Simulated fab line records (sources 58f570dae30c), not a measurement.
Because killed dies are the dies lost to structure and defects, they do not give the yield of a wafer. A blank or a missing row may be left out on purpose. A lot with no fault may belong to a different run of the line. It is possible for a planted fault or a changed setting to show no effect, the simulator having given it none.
Comparing a struck lot with a sound one / flow berkeleyCmos170 / 15 steps out of a route of 331
Sound: wafers L273.1, L273.3, L273.5. Wafers struck: L267.4, L267.5, L267.6. The cause is given at the end.
For every step that has rows: the tool of each side, followed by ch and its chambers, followed by its first start. Under that, the readings that differ: sound wafers / struck wafers / difference of the means / sigmas: that difference in standard deviations of wafers without a fault.
alike: readings whose means differ by less than 2 such deviations, and words and numbers that are the same on both sides. not compared: withheld readings, readings that some wafer has no value for, bounds like >300 that may hide the same value, and numbers for which the record gives no deviation and whose values overlap.
Wherever a step has rows on one side only, a row that says differs or no value, or a row with sigmas, the two part there. Non-overlapping numbers with no deviation appear without sigmas and do not part them. Lack of a reading on every wafer of one side parts them only where that side has two or more wafers.

first, 6 steps without rows for these wafers: UCB170_V2_HMDS_06 (prime time 60 s); UCB170_V2_COAT_07 (resist thk 900 nm); UCB170_V2_SOFTBAKE_08 (time 60 s); UCB170_V2_EXPOSE_09 (exposes mask VIA2, target cd 700 nm); UCB170_V2_PEB_10; UCB170_V2_DEVELOP_11 (develop time 45 s).
UCB170_V2_CD_MEAS_12 targets a cd of 700 nm.
  sound on cdSem-01 at day 12 14:25; struck on cdSem-01 at day 10 16:26
  alike: cdNm
UCB170_V2_OVL_MEAS_13:
  sound on overlay-02 at day 12 14:32; struck on overlay-01 at day 10 16:31
  alike: V2_OVL
UCB170_V2_ETCH_14: etches SiO2 in CHF3/CF4/Ar, stops on Al, target depth 1250 nm, time 291 s.
  sound on rieDiel-02 ch 0,1,3, day 12 14:34; struck on rieDiel-03 ch 0,1, day 10 16:37
  alike: chamberPressureMTorr, drypumpMotorCurrentA, oesProductAu, throttleValvePct
  not compared: rfHoursCounterH
UCB170_V2_STRIP_15: strips in O2.
  sound on plasmaAsher-02 ch 0,1, day 12 14:44; struck on plasmaAsher-04 ch 0,1, day 10 16:50
  alike: chamberPressureMTorr, drypumpMotorCurrentA, oesProductAu, stripTimeToEndpointS
  not compared: rfHoursCounterH
UCB170_V2_CD_MEAS_90 targets a cd of 700 nm.
  sound on cdSem-02 at day 12 14:50; struck on cdSem-01 at day 10 16:58
reading=cdNm (nm); sound=696.6 697.4 698.2; struck=701.3 701.6 700.8; difference=+3.8; sigmas=+2
then, 1 step without rows for these wafers: UCB170_M3_PRE_CLEAN_00 (preclean etch time 60 s).
UCB170_M3_SPUTTER_01: material Al, target thk 900 nm, time 120 s.
  sound on pvdSputter-03 at day 12 15:02; struck on pvdSputter-02 at day 10 17:05
  no value came back on the struck wafers for cathodeDcPowerW (W), chamberPressurePa (Pa), throttleValvePct (%); on the sound wafers cathodeDcPowerW (W) reads 6239.8 6242.2 6241.3
UCB170_M3_RS_MEAS_02: a four-point-probe measurement.
  sound on filmMetro-03 at day 12 15:07; struck on filmMetro-02 at day 10 17:38
reading=M3_AL_RS (ohm/sq); sound=0.0310 0.0311 0.0311; struck=- - -; difference=no value on the struck wafers; sigmas=
  not compared: hold
UCB170_M3_PROBE_99:
  rows exist in the record for the sound wafers here (prober-02, day 12 18:13), none for the struck ones

== WHERE THEY PART ==
First at UCB170_V2_CD_MEAS_90; last, within this record, at UCB170_M3_PROBE_99.

WHY: the cause the simulator had injected
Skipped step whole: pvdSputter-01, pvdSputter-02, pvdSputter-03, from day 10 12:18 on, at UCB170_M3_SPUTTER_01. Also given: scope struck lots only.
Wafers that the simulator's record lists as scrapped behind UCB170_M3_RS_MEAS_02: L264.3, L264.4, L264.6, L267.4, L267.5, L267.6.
